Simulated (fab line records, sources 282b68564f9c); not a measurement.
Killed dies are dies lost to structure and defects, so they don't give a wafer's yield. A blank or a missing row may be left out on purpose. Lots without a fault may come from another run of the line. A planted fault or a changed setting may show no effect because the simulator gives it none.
Split-lot experiment | flow rit_cmos | 5 lots, 27 wafers read, on a route of 202 steps

THE SPLIT
At RIT_CONTACT_CVD_00 (deposits SiO2 from TEOS, target thk 400 nm, time 61 s), the setting time_s was moved away from the recipe's 61 s on 12 of the 27 wafers read, by -58.0% to +59.1%. The other wafers ran this setting at the recipe's value.

The file shows no step between the split and the reading.

THE READING
CONTACT_TEOS_THK, in nm, at RIT_CONTACT_THK_MEAS_01. Fault-free wafers of this fab line usually give 400 nm, standard deviation 5 nm.

wafer  | tool, chamber at the split | time_s as run, s | against the recipe | CONTACT_TEOS_THK, nm | against lot-mates on the recipe
L075.1 | pecvd-02, 2                | 61               | recipe             | 395                  | -
L075.2 | pecvd-02, 1                | 91.24            | +49.6%             | 596                  | +197
L075.3 | pecvd-02, 0                | 91.24            | +49.6%             | 591                  | +192
L075.4 | pecvd-02, 1                | 61               | recipe             | 403                  | -
L075.5 | pecvd-02, 0                | 91.24            | +49.6%             | 599                  | +200
L075.6 | pecvd-02, 2                | 61               | recipe             | 399                  | -
L076.1 | pecvd-04, 1                | 97.07            | +59.1%             | 626                  | +229
L076.2 | pecvd-04, 0                | 97.07            | +59.1%             | 629                  | +232
L076.3 | pecvd-04, 0                | 61               | recipe             | 399                  | -
L076.4 | pecvd-04, 1                | 61               | recipe             | 393                  | -
L076.5 | pecvd-04, 0                | 61               | recipe             | 399                  | -
L076.6 | pecvd-04, 1                | 97.07            | +59.1%             | 636                  | +239
L078.1 | pecvd-02, 2                | 61               | recipe             | 401                  | -
L078.2 | pecvd-02, 0                | 61               | recipe             | 399                  | -
L078.3 | pecvd-02, 1                | 25.62            | -58.0%             | 173                  | -229
L078.4 | pecvd-02, 1                | 25.62            | -58.0%             | 170                  | -232
L078.5 | pecvd-02, 2                | 61               | recipe             | 405                  | -
L078.6 | pecvd-02, 0                | 25.62            | -58.0%             | 179                  | -223
L080.4 | pecvd-03, 1                | 61               | recipe             | 410                  | -
L080.5 | pecvd-03, 0                | 61               | recipe             | 404                  | -
L080.6 | pecvd-03, 2                | 61               | recipe             | 398                  | -
L081.1 | pecvd-02, 0                | 78.73            | +29.1%             | 518                  | +115
L081.2 | pecvd-02, 1                | 61               | recipe             | 402                  | -
L081.3 | pecvd-02, 2                | 61               | recipe             | 403                  | -
L081.4 | pecvd-02, 0                | 78.73            | +29.1%             | 523                  | +120
L081.5 | pecvd-02, 1                | 78.73            | +29.1%             | 526                  | +123
L081.6 | pecvd-02, 2                | 61               | recipe             | 405                  | -

THE FIT
A straight line over all 27 wafers: CONTACT_TEOS_THK changes by +3.92 nm for each +1% of time_s; r = +1.00; the points scatter about the line by 4.9 nm.
The same after taking each lot's own level away (the mean of its wafers on the recipe; 27 wafers): +3.95 nm for each +1%; r = +1.00; scatter 3.8 nm.
On that fit, the largest move of time_s shifts the reading by 2.3e+02 nm.
The lots' own levels span 397.0 to 404.0 nm, that is 1.4 times the standard deviation above.
So the lot-to-lot level changes the slope little: the two slopes agree.
Check: with one of the wafers moved furthest among these (+59.1%) left out of the fit, the line predicts +235 nm for it against its lot-mates. It came out at +229 nm against them.

OTHER SPLITS ON THESE WAFERS
These wafers also went through other splits before the reading. Each is held against what the fit with the lots' levels taken away leaves over:
other split on the same wafers        | wafers away from the commonest value | r with CONTACT_TEOS_THK (lot level and that fit taken away)
RIT_SPACER_ETCHBACK_05 target_depth_a | 9                                    | -0.16
RIT_SILICIDE_SPUTTER_01 time_s        | 12                                   | -0.10

THE WHOLE CHAIN: every reading that the file lists as answering this split, in the file's order
step                    | what it does                                                                | reading                                                                        | change (the file's fit)              | r (the file's)
RIT_CONTACT_CVD_00      | deposits SiO2 from TEOS, target thk 400 nm, time 61 s                       | SiO2_of_CONTACT_CVD_00.thk_nm (the simulator's own value, which no gauge read) | +3.95 nm for each +1% of the setting | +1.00
RIT_CONTACT_THK_MEAS_01 |                                                                             | CONTACT_TEOS_THK                                                               | +3.95 for each +1% of the setting    | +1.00
RIT_CONTACT_ETCH_11     | etches SiO2 in CHF3/CF4/Ar, stops on TiSi2, target depth 480 nm, time 320 s | etch.depth_nm (the simulator's own value, which no gauge read)                 | +2.44 nm for each +1% of the setting | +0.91
RIT_CONTACT_ETCH_11     | etches SiO2 in CHF3/CF4/Ar, stops on TiSi2, target depth 480 nm, time 320 s | CONTACT.feature_depth_nm (the simulator's own value, which no gauge read)      | +2.44 nm for each +1% of the setting | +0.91
RIT_M1_METAL_ETCH_12    | etches Al in Cl2/BCl3, stops on SiO2, time 165 s, target depth 600 nm       | SiO2_of_CONTACT_CVD_00.thk_nm (the simulator's own value, which no gauge read) | +3.94 nm for each +1% of the setting | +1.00

THE FILE'S OWN FIT
CONTACT_TEOS_THK changes by +3.95 nm for each +1% of time_s, r = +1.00.
